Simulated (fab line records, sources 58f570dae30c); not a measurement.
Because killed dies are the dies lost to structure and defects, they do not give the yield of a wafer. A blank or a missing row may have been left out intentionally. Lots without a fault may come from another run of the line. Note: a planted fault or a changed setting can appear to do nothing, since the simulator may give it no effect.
Which of the tools did it? ; flow berkeley_cmos170 ; 21 wafers from 7 lots sampled at 2 of the route's 331 steps

## WHAT EACH GAUGE READ, for each wafer
UCB170_SILICIDE_RS_MEAS_02: measures by four-point-probe.
lot;measured;on;SILICIDE_TI_RS (ohm/sq)
L872;day 6 18:37;film_metro-03;26.28 26.08 26.01
L876;day 7 08:32;film_metro-02;26.49 26.42 26.83
L881;day 8 05:56;film_metro-02;26.11 27.80 26.29
L882;day 8 15:58;film_metro-01;26.58 26.58 26.20
L887;day 9 20:32;film_metro-01;25.93 25.83 26.01
L892;day 10 19:49;film_metro-01;25.59 25.65 25.90
L895;day 11 16:07;film_metro-02;25.75 25.56 26.17

## WHAT TOOL EACH LOT RAN ON (gives the tool, then ch and the chambers of the sampled wafers, and finally the start)
lot;UCB170_SILICIDE_SPUTTER_01
L872;pvd_sputter-01, day 6 18:35
L876;pvd_sputter-04, day 7 08:29
L881;pvd_sputter-02, day 8 05:53
L882;pvd_sputter-04, day 8 15:56
L887;pvd_sputter-01, day 9 20:29
L892;pvd_sputter-04, day 10 19:47
L895;pvd_sputter-04, day 11 16:04
- UCB170_SILICIDE_SPUTTER_01: material Ti, target thk 30 nm, time 25 s.

## THE ANSWER, worked out from the rows above alone
Rule: the lots themselves supply what counts as usual. The widest of any qualifying gaps counts: lots, ordered by their means at a reading, are off when they make up no more than a third of the lots, leave a main group of 4 or more, and stand apart from it by 3 or more times the standard deviation of that group's means. If all means in a main group match to the digits the tables above print for the reading, that group is not used. A lot without any number at a reading at which 4 lots or more have one is off too. Where the step has rows for the other lots, those lots are counted as sound.
Nothing can be told from this: no lot is off at any reading shown.

## WHAT WAS PUT IN BY THE SIMULATOR
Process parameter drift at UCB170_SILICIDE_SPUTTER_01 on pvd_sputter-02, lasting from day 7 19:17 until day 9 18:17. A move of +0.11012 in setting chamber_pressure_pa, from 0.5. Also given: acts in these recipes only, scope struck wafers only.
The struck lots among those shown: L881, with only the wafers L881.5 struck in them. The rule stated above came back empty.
